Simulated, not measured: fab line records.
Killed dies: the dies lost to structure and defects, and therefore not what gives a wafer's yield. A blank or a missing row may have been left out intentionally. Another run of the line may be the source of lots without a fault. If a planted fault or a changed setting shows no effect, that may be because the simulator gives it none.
fab line records | flow ritCmos
[record] lots = 14 wafers = 42 lastDay = 7
route steps=202 shown PWELL@47 NRETRO@59 GATE@92 M1@202
lots that met no fault: taken from a fault-free run of the same line
startH: the number of hours between the record's first day and the start of the first shown wafer of the lot | waitH: hours elapsed since this lot's preceding step | " repeats the value in the row above | L1.1+2: one row covering several wafers at once | - no value, or no start given | * or withheld: withheld | < > ~ a bound
route shown NAME@n: names a module that has steps shown in the file, with the first one's number in the route | usual: mean and standard deviation over wafers with no fault | same: alike in all rows | chamber/n: place in a boat | sites: each site's reading | _std_site: the values' standard deviation | _edge_site: outer sites' mean less inner sites' | radiusMm: for every site, how far away it sits from the centre of the wafer | mask NAME#n: copy n | behind: the tool/chamber that last shaped the wafer | hold: why the lot was held/for how many hours/how that ended | device: which transistor (n, p or np) failed to switch | end of line: at the end of the route, the tests of the same wafers | step lacking rows: just its recipe | killed: dies lost to structure and defects at the first sort, not the wafer's yield | map: a wafer's dies, x killed, . not, _ none there
set.NAME: the setting as run; set.NAME@STEP: as run at that earlier step | model.NAME: the simulator's own value behind a step, which no gauge read
steps of the route over a sample of lots; a table a step, a row a wafer
[[steps]]
[step RIT_PWELL_IMPLANT_08]
[recipe] species = B energyKev = 170 doseCm2 = 7e+13 tiltDeg = 7
[usual] beamEnergyKeV = 170.00/0.047 beamOnS = 10.00/0.19
// columns lot.wafer tool chamber startH waitH beamEnergyKeV beamOnS
L734.3 implanter-04 0 29.27 0.2 169.97 10.01
L734.5 " 0 " " 170.02 9.86
L734.6 " 0 " " 169.98 9.67
L735.1 implanter-03 0 33.43 0.2 169.98 10.06
L735.2 " 0 " " 170.11 10.18
L735.5 " 0 " " 170.06 9.77
L736.1 implanter-03 0 39.16 0.2 169.97 9.73
L736.4 " 0 " " 169.99 10.17
L736.5 " 0 " " 169.97 10.19
L737.2 implanter-03 0 43.49 0.2 170.02 10.03
L737.3 " 0 " " 169.99 9.93
L737.5 " 0 " " 170.03 10.08
L738.1 implanter-01 0 47.10 0.2 170.01 9.71
L738.4 " 0 " " 170.10 10.34
L738.6 " 0 " " 170.08 9.84
L739.1 implanter-04 0 51.14 0.2 169.91 10.04
L739.3 " 0 " " 170.03 9.93
L739.5 " 0 " " 169.93 9.98
L740.1 implanter-03 0 58.27 0.2 170.00 10.35
L740.2 " 0 " " 169.97 9.92
L740.4 " 0 " " 169.95 9.88
L742.1 implanter-03 0 66.01 0.2 170.02 10.15
L742.2 " 0 " " 170.06 10.06
L742.4 " 0 " " 170.07 10.01
L745.1 implanter-03 0 79.98 0.2 169.98 10.05
L745.3 " 0 " " 169.96 10.10
L745.6 " 0 " " 169.96 9.90
L747.2 implanter-01 0 90.02 0.2 139.47 10.05
L747.4 " 0 " " 139.40 10.15
L747.5 " 0 " " 139.39 10.22
L749.1 implanter-01 0 99.45 0.2 139.38 10.10
L749.4 " 0 " " 139.41 9.87
L749.5 " 0 " " 139.43 10.18
L754.2 implanter-04 0 128.32 0.2 169.98 10.15
L754.3 " 0 " " 169.98 10.17
L754.5 " 0 " " 170.01 9.58
L755.2 implanter-03 0 131.18 0.2 170.04 10.22
L755.5 " 0 " " 169.96 9.77
L755.6 " 0 " " 169.99 9.78
L756.3 implanter-04 0 135.35 0.2 169.95 9.83
L756.4 " 0 " " 169.99 10.49
L756.5 " 0 " " 170.03 10.19
[step RIT_PWELL_TW_MEAS_10]
[usual] PWELL_TW = 956/4.7
// columns lot.wafer tool chamber startH waitH PWELL_TW
L734.3 filmMetro-02 - 29.57 0.1 963
L734.5 " - " " 957
L734.6 " - " " 965
L735.1 filmMetro-02 - 33.75 0.1 956
L735.2 " - " " 966
L735.5 " - " " 959
L736.1 filmMetro-01 - 39.49 0.1 950
L736.4 " - " " 960
L736.5 " - " " 949
L737.2 filmMetro-01 - 43.80 0.1 954
L737.3 " - " " 950
L737.5 " - " " 955
L738.1 filmMetro-03 - 47.42 0.1 953
L738.4 " - " " 956
L738.6 " - " " 960
L739.1 filmMetro-03 - 51.46 0.1 951
L739.3 " - " " 958
L739.5 " - " " 956
L740.1 filmMetro-01 - 58.59 0.1 955
L740.2 " - " " 952
L740.4 " - " " 956
L742.1 filmMetro-03 - 66.34 0.1 953
L742.2 " - " " 952
L742.4 " - " " 950
L745.1 filmMetro-01 - 80.30 0.1 962
L745.3 " - " " 959
L745.6 " - " " 964
L747.2 filmMetro-03 - 90.33 0.1 938
L747.4 " - " " 935
L747.5 " - " " 936
L749.1 filmMetro-02 - 99.78 0.1 949
L749.4 " - " " 945
L749.5 " - " " 946
L754.2 filmMetro-01 - 128.63 0.1 962
L754.3 " - " " 958
L754.5 " - " " 958
L755.2 filmMetro-03 - 131.49 0.1 957
L755.5 " - " " 958
L755.6 " - " " 958
L756.3 filmMetro-02 - 135.64 0.1 948
L756.4 " - " " 945
L756.5 " - " " 953
[step RIT_WELLDRIVE_RS_MEAS_02]
[recipe] thkMeasGauge = four-point-probe
[usual] PWELL_RS = 429.4/1.1
// columns lot.wafer tool chamber startH waitH PWELL_RS[ohm/sq]
L734.3 filmMetro-03 - 35.31 0.1 427.8
L734.5 " - " " 427.2
L734.6 " - " " 427.5
L735.1 filmMetro-02 - 40.71 0.1 429.9
L735.2 " - " " 429.1
L735.5 " - " " 430.6
L736.1 filmMetro-02 - 45.79 0.1 428.2
L736.4 " - " " 427.7
L736.5 " - " " 427.5
L737.2 filmMetro-03 - 49.07 0.1 431.0
L737.3 " - " " 430.6
L737.5 " - " " 430.3
L738.1 filmMetro-01 - 53.27 0.1 429.2
L738.4 " - " " 428.8
L738.6 " - " " 428.6
L739.1 filmMetro-02 - 58.40 0.1 429.5
L739.3 " - " " 428.2
L739.5 " - " " 429.0
L740.1 filmMetro-03 - 64.17 0.1 430.6
L740.2 " - " " 430.7
L740.4 " - " " 428.7
L742.1 filmMetro-02 - 73.97 0.1 429.3
L742.2 " - " " 429.4
L742.4 " - " " 428.9
L745.1 filmMetro-03 - 88.07 0.1 428.8
L745.3 " - " " 429.2
L745.6 " - " " 429.6
L747.2 filmMetro-01 - 96.84 0.1 436.5
L747.4 " - " " 435.6
L747.5 " - " " 436.3
L749.1 filmMetro-03 - 105.16 0.1 438.3
L749.4 " - " " 439.1
L749.5 " - " " 436.9
L754.2 filmMetro-03 - 133.90 0.1 429.0
L754.3 " - " " 428.9
L754.5 " - " " 428.8
L755.2 filmMetro-01 - 138.98 0.1 430.1
L755.5 " - " " 429.7
L755.6 " - " " 430.1
L756.3 filmMetro-01 - 141.06 0.1 429.8
L756.4 " - " " 429.1
L756.5 " - " " 429.6
[step RIT_NRETRO_OVL_MEAS_06]
[usual] NRETRO_OVL = -0.5/1.4
// columns lot.wafer tool chamber startH waitH NRETRO_OVL[nm]
L734.3 overlay-02 - 36.40 - -1.9
L734.5 " - " " -1.6
L734.6 " - " " -1.2
L735.1 overlay-01 - 41.93 - -1.1
L735.2 " - " " -2.1
L735.5 " - " " -1.4
L736.1 overlay-02 - 47.09 - -1.1
L736.4 " - " " 0.4
L736.5 " - " " -1.5
L737.2 overlay-02 - 50.32 - -0.3
L737.3 " - " " -2.0
L737.5 " - " " -1.1
L738.1 overlay-02 - 54.48 - 1.3
L738.4 " - " " 2.1
L738.6 " - " " 0.2
L739.1 overlay-02 - 59.62 - -1.5
L739.3 " - " " -3.3
L739.5 " - " " -0.5
L740.1 overlay-01 - 65.17 - 0.7
L740.2 " - " " -0.4
L740.4 " - " " 0.3
L742.1 overlay-01 - 74.97 - -0.3
L742.2 " - " " -0.8
L742.4 " - " " -0.6
L745.1 overlay-01 - 89.19 - -0.3
L745.3 " - " " 1.6
L745.6 " - " " -0.1
L747.2 overlay-02 - 97.82 - -0.1
L747.4 " - " " -1.1
L747.5 " - " " -1.4
L749.1 overlay-01 - 106.16 - 0.8
L749.4 " - " " -1.7
L749.5 " - " " -0.5
L754.2 overlay-01 - 135.01 - 0.6
L754.3 " - " " -1.0
L754.5 " - " " -0.8
L755.2 overlay-02 - 139.97 - 0.9
L755.5 " - " " -0.3
L755.6 " - " " -0.4
L756.3 overlay-01 - 142.16 - 1.3
L756.4 " - " " 0.8
L756.5 " - " " 0.6
[step RIT_GATE_CD_MEAS_16]
[recipe] targetCdNm = 150
[usual] cdNm = 151/3.1
// columns lot.wafer tool chamber startH waitH cdNm
L734.3 cdSem-02 - 48.10 - 145
L734.5 " - " " 146
L734.6 " - " " 148
L735.1 cdSem-01 - 51.81 - 154
L735.2 " - " " 156
L735.5 " - " " 154
L736.1 cdSem-01 - 60.78 - 149
L736.4 " - " " 151
L736.5 " - " " 150
L737.2 cdSem-02 - 61.69 - 150
L737.3 " - " " 148
L737.5 " - " " 152
L738.1 cdSem-02 - 63.30 - 152
L738.4 " - " " 154
L738.6 " - " " 152
L739.1 cdSem-01 - 72.29 - 153
L739.3 " - " " 152
L739.5 " - " " 153
L740.1 cdSem-02 - 74.44 - 154
L740.2 " - " " 155
L740.4 " - " " 153
L742.1 cdSem-01 - 87.97 - 149
L742.2 " - " " 152
L742.4 " - " " 149
L745.1 cdSem-02 - 99.78 - 150
L745.3 " - " " 151
L745.6 " - " " 148
L747.2 cdSem-02 - 107.06 - 151
L747.4 " - " " 151
L747.5 " - " " 151
L749.1 cdSem-02 - 119.52 - 156
L749.4 " - " " 159
L749.5 " - " " 158
L754.2 cdSem-01 - 144.09 - 153
L754.3 " - " " 151
L754.5 " - " " 153
L755.2 cdSem-02 - 149.10 - 147
L755.5 " - " " 148
L755.6 " - " " 149
L756.3 cdSem-02 - 152.88 - 147
L756.4 " - " " 149
L756.5 " - " " 148
[step RIT_GATE_OVL_MEAS_17]
[usual] GATE_OVL = 1.3/1.4
// columns lot.wafer tool chamber startH waitH GATE_OVL[nm]
L734.3 overlay-01 - 48.19 0.1 -0.4
L734.5 " - " " 1.8
L734.6 " - " " 1.5
L735.1 overlay-01 - 51.93 0.1 3.2
L735.2 " - " " 3.6
L735.5 " - " " 3.0
L736.1 overlay-02 - 60.90 0.1 -1.0
L736.4 " - " " 0.5
L736.5 " - " " -0.5
L737.2 overlay-02 - 61.80 0.1 0.3
L737.3 " - " " 1.5
L737.5 " - " " 3.9
L738.1 overlay-02 - 63.42 0.1 0.9
L738.4 " - " " 0.9
L738.6 " - " " 1.4
L739.1 overlay-02 - 72.41 0.1 2.7
L739.3 " - " " 4.5
L739.5 " - " " 3.0
L740.1 overlay-01 - 74.56 0.1 0.2
L740.2 " - " " 0.0
L740.4 " - " " -1.6
L742.1 overlay-01 - 88.09 0.1 -0.3
L742.2 " - " " 0.0
L742.4 " - " " -0.2
L745.1 overlay-02 - 99.90 0.1 3.1
L745.3 " - " " 2.0
L745.6 " - " " 1.7
L747.2 overlay-01 - 107.16 0.1 0.3
L747.4 " - " " 1.2
L747.5 " - " " 1.7
L749.1 overlay-01 - 119.64 0.1 0.9
L749.4 " - " " 1.2
L749.5 " - " " -0.3
L754.2 overlay-01 - 144.19 0.1 -0.4
L754.3 " - " " 1.0
L754.5 " - " " 1.4
L755.2 overlay-02 - 149.20 0.1 0.5
L755.5 " - " " 3.1
L755.6 " - " " 2.0
L756.3 overlay-02 - 152.97 0.1 3.3
L756.4 " - " " 2.4
L756.5 " - " " 2.8
[step RIT_M1_PROBE_99]
[usual] killedAtContacts = 0.1/0.27 killedAtFrontEnd = 6.5/2.8 killedDies = 6.6/2.8 killedOpen = 3.5/2 killedShort = 3.2/1.8
[same] grossDies = 264 killed_at_M0_to_M3 = 0 killed_at_M4_up = 0 killedAtBackSide = 0 killedAtOther = 0
// columns lot.wafer tool chamber startH waitH killedAtContacts killedAtFrontEnd killedDies killedOpen killedShort
L734.3 prober-01 - 69.61 0.2 0 10 10 4 6
L734.5 prober-01 - 69.71 0.2 0 5 5 1 4
L734.6 prober-01 - 69.76 0.2 1 3 4 3 1
L735.1 prober-02 - 76.02 0.1 0 11 11 9 2
L735.2 prober-02 - 76.07 0.1 0 15 15 8 7
L735.5 prober-02 - 76.22 0.2 0 9 9 3 6
L736.1 prober-01 - 81.65 0.1 0 4 4 2 2
L736.4 prober-01 - 81.80 0.2 0 13 13 9 4
L736.5 prober-01 - 81.85 0.2 0 7 7 4 3
L737.2 prober-02 - 84.76 0.1 0 8 8 5 3
L737.3 prober-02 - 84.81 0.2 0 8 8 4 4
L737.5 prober-02 - 84.91 0.2 0 6 6 4 2
L738.1 prober-02 - 86.21 0.1 0 6 6 4 2
L738.4 prober-02 - 86.36 0.2 0 6 6 2 4
L738.6 prober-02 - 86.46 0.2 1 2 3 1 2
L739.1 prober-01 - 92.70 0.1 1 3 4 3 1
L739.3 prober-01 - 92.80 0.2 0 8 8 4 4
L739.5 prober-01 - 92.90 0.2 0 8 8 6 2
L740.1 prober-02 - 95.87 0.1 0 8 8 3 5
L740.2 prober-02 - 95.92 0.1 0 5 5 3 1
L740.4 prober-02 - 96.02 0.2 0 5 5 5 0
L742.1 prober-02 - 107.89 0.1 0 5 5 1 4
L742.2 prober-02 - 107.94 0.1 0 7 7 2 4
L742.4 prober-02 - 108.04 0.2 0 6 6 4 2
L745.1 prober-01 - 121.10 0.1 0 6 6 5 1
L745.3 prober-01 - 121.20 0.2 0 5 5 0 5
L745.6 prober-01 - 121.35 0.2 0 4 4 1 3
L747.2 prober-01 - 128.43 0.1 1 3 4 4 0
L747.4 prober-01 - 128.53 0.2 0 6 6 2 4
L747.5 prober-01 - 128.58 0.2 0 7 7 2 5
L749.1 prober-02 - 141.23 0.1 0 8 8 5 3
L749.4 prober-02 - 141.38 0.2 0 3 3 2 1
L749.5 prober-02 - 141.43 0.2 0 10 10 4 6
L754.2 prober-01 - 166.20 0.1 0 5 5 4 1
L754.3 prober-01 - 166.25 0.2 0 4 4 4 0
L754.5 prober-01 - 166.35 0.2 0 13 13 4 9
L755.2 prober-02 - 169.99 0.1 0 4 4 2 2
L755.5 prober-02 - 170.14 0.2 0 6 6 2 4
L755.6 prober-02 - 170.19 0.2 1 3 4 2 2
L756.3 prober-01 - 174.83 0.2 0 5 5 3 2
L756.4 prober-01 - 174.88 0.2 0 9 9 6 3
L756.5 prober-01 - 174.93 0.2 0 10 10 3 7
// killed by level:class
L734.3 FOX1:geometricParticle:short=2 GATE:geometricParticle:open=2 FOX1:geometricParticle:open=1 GATE:geometricParticle:short=1 REOX:geometricParticle:short=1 SPACER:geometricParticle:open=1 SPACER:geometricParticle:short=1 SILICIDE:geometricParticle:short=1
L734.5 FOX1:geometricParticle:short=2 SPACER:geometricParticle:short=2 GATE:geometricParticle:open=1
L734.6 FOX1:geometricParticle:open=1 GATE:geometricParticle:open=1 SPACER:geometricParticle:open=1 CONTACT:geometricParticle:short=1
L735.1 SILICIDE:geometricParticle:open=5 GATE:geometricParticle:open=3 FOX1:geometricParticle:short=1 FOX1:geometricParticle:open=1 SILICIDE:geometricParticle:short=1
L735.2 FOX1:geometricParticle:short=6 SPACER:geometricParticle:open=3 FOX1:geometricParticle:open=2 REOX:geometricParticle:open=2 FOX2:geometricParticle:open=1 SPACER:geometricParticle:short=1
L735.5 REOX:geometricParticle:short=2 SILICIDE:geometricParticle:short=2 FOX1:geometricParticle:short=1 GATE:geometricParticle:open=1 GATE:geometricParticle:short=1 SPACER:geometricParticle:open=1 SILICIDE:geometricParticle:open=1
L736.1 GATE:geometricParticle:open=1 REOX:geometricParticle:short=1 SPACER:geometricParticle:short=1 SILICIDE:geometricParticle:open=1
L736.4 GATE:geometricParticle:open=7 GATE:geometricParticle:short=2 FOX1:geometricParticle:short=1 FOX1:geometricParticle:open=1 FOX2:geometricParticle:short=1 SPACER:geometricParticle:open=1
L736.5 GATE:geometricParticle:open=2 FOX2:geometricParticle:open=1 GATE:geometricParticle:short=1 SPACER:geometricParticle:open=1 SPACER:geometricParticle:short=1 SILICIDE:geometricParticle:short=1
L737.2 REOX:geometricParticle:short=3 SPACER:geometricParticle:open=2 FOX1:geometricParticle:open=1 FOX2:geometricParticle:open=1 REOX:geometricParticle:open=1
L737.3 GATE:geometricParticle:open=2 FOX1:geometricParticle:open=1 GATE:geometricParticle:short=1 REOX:geometricParticle:short=1 REOX:geometricParticle:open=1 SPACER:geometricParticle:short=1 SILICIDE:geometricParticle:short=1
L737.5 SILICIDE:geometricParticle:open=2 FOX2:geometricParticle:short=1 GATE:geometricParticle:open=1 GATE:geometricParticle:short=1 REOX:geometricParticle:open=1
L738.1 SILICIDE:geometricParticle:open=2 FOX1:geometricParticle:short=1 GATE:geometricParticle:open=1 REOX:geometricParticle:open=1 SILICIDE:geometricParticle:short=1
L738.4 FOX2:geometricParticle:open=2 FOX1:geometricParticle:short=1 FOX2:geometricParticle:short=1 GATE:geometricParticle:short=1 SILICIDE:geometricParticle:short=1
L738.6 FOX1:geometricParticle:short=1 SPACER:geometricParticle:open=1 CONTACT:geometricParticle:short=1
L739.1 FOX1:geometricParticle:short=1 FOX1:geometricParticle:open=1 SPACER:geometricParticle:open=1 CONTACT:geometricParticle:open=1
L739.3 FOX1:geometricParticle:short=2 FOX1:geometricParticle:open=2 FOX2:geometricParticle:short=1 GATE:geometricParticle:open=1 REOX:geometricParticle:open=1 SPACER:geometricParticle:short=1
L739.5 FOX2:geometricParticle:open=3 GATE:geometricParticle:open=2 REOX:geometricParticle:short=1 REOX:geometricParticle:open=1 SPACER:geometricParticle:short=1
L740.1 SPACER:geometricParticle:short=2 FOX2:geometricParticle:short=1 GATE:geometricParticle:open=1 GATE:geometricParticle:short=1 REOX:geometricParticle:open=1 REOX:geometricParticle:short=1 SPACER:geometricParticle:open=1
L740.2 SPACER:geometricParticle:open=2 FOX1:geometricParticle:short=1 FOX1:geometricParticle:open=1 PRETRO:coatMicrobubblePrinted=1
L740.4 SILICIDE:geometricParticle:open=2 FOX1:geometricParticle:open=1 GATE:geometricParticle:open=1 SPACER:geometricParticle:open=1
L742.1 FOX1:geometricParticle:short=1 FOX1:geometricParticle:open=1 REOX:geometricParticle:short=1 SPACER:geometricParticle:short=1 SILICIDE:geometricParticle:short=1
L742.2 SPACER:geometricParticle:short=2 FOX1:geometricParticle:open=1 GATE:geometricParticle:short=1 SILICIDE:geometricParticle:open=1 SILICIDE:geometricParticle:short=1 PWELL:coatMicrobubblePrinted=1
L742.4 GATE:geometricParticle:open=2 SILICIDE:geometricParticle:short=2 FOX1:geometricParticle:open=1 SPACER:geometricParticle:open=1
L745.1 SILICIDE:geometricParticle:open=2 FOX1:geometricParticle:open=1 FOX2:geometricParticle:short=1 GATE:geometricParticle:open=1 REOX:geometricParticle:open=1
L745.3 GATE:geometricParticle:short=3 SPACER:geometricParticle:short=2
L745.6 GATE:geometricParticle:open=1 REOX:geometricParticle:short=1 SPACER:geometricParticle:short=1 SILICIDE:geometricParticle:short=1
L747.2 FOX1:geometricParticle:open=1 GATE:geometricParticle:open=1 SPACER:geometricParticle:open=1 CONTACT:geometricParticle:open=1
L747.4 GATE:geometricParticle:short=3 FOX1:geometricParticle:open=1 GATE:geometricParticle:open=1 SPACER:geometricParticle:short=1
L747.5 GATE:geometricParticle:short=3 FOX1:geometricParticle:short=2 GATE:geometricParticle:open=2
L749.1 GATE:geometricParticle:open=4 GATE:geometricParticle:short=2 FOX1:geometricParticle:short=1 FOX2:geometricParticle:open=1
L749.4 FOX2:geometricParticle:open=1 SPACER:geometricParticle:open=1 SILICIDE:geometricParticle:short=1
L749.5 GATE:geometricParticle:short=3 GATE:geometricParticle:open=2 ACTIVE:geometricParticle:short=1 FOX2:geometricParticle:short=1 FOX2:geometricParticle:open=1 REOX:geometricParticle:open=1 SILICIDE:geometricParticle:short=1
L754.2 GATE:geometricParticle:open=2 FOX1:geometricParticle:open=1 GATE:geometricParticle:short=1 SPACER:geometricParticle:open=1
L754.3 GATE:geometricParticle:open=4
L754.5 REOX:geometricParticle:short=4 GATE:geometricParticle:open=3 GATE:geometricParticle:short=2 FOX1:geometricParticle:short=1 FOX2:geometricParticle:short=1 REOX:geometricParticle:open=1 SPACER:geometricParticle:short=1
L755.2 FOX1:geometricParticle:short=1 FOX2:geometricParticle:open=1 SPACER:geometricParticle:open=1 SPACER:geometricParticle:short=1
L755.5 FOX1:geometricParticle:short=2 FOX2:geometricParticle:open=1 GATE:geometricParticle:short=1 SILICIDE:geometricParticle:short=1 SILICIDE:geometricParticle:open=1
L755.6 FOX2:geometricParticle:open=2 SPACER:geometricParticle:short=1 CONTACT:geometricParticle:short=1
L756.3 GATE:geometricParticle:open=3 FOX2:geometricParticle:short=1 REOX:geometricParticle:short=1
L756.4 GATE:geometricParticle:open=3 FOX2:geometricParticle:open=2 FOX1:geometricParticle:short=1 FOX2:geometricParticle:short=1 GATE:geometricParticle:short=1 SILICIDE:geometricParticle:open=1
L756.5 GATE:geometricParticle:short=5 GATE:geometricParticle:open=2 FOX1:geometricParticle:short=1 FOX1:geometricParticle:open=1 FOX2:geometricParticle:short=1
[[key]]
[firstSign] step = RIT_PWELL_IMPLANT_08 reading = beamEnergyKeV direction = down sigmas = 99+ usual = 170.00 struck = 139.42
[effect] step = RIT_PWELL_TW_MEAS_10 reading = PWELL_TW direction = down sigmas = 3.1 usual = 956 struck = 942
[effect] step = RIT_WELLDRIVE_RS_MEAS_02 reading = PWELL_RS direction = up sigmas = 7.1 usual = 429.4 struck = 437.1
metAt RIT_PWELL_IMPLANT_08
struckLots L747,L749
testerLeftOut L747,L749
[loopTrim] step = RIT_M1_EXPOSE_06 setting = dose lots = L749
notActingAt RIT_NRETRO_OVL_MEAS_06,RIT_GATE_CD_MEAS_16,RIT_GATE_OVL_MEAS_17
onsetBetween 47.10 90.02
[fault] kind = processParameterDrift tool = implanter-01 chamber = - onsetH = 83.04 steps = RIT_PWELL_IMPLANT_08 channel = energyKev offset = -30.6 shape = step endH = 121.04 actsIn = theseRecipesOnly stated = 170
// testerLeftOut: of these lots the tester's yield and bins aren't shown, on N5 and GAA mostly nor the transistor test; their killed dies are dies lost to structure and defects alone, not to doping, threshold or leakage, so they don't give the yield
// loopTrim: a control loop set the setting to another value than it would have without faults
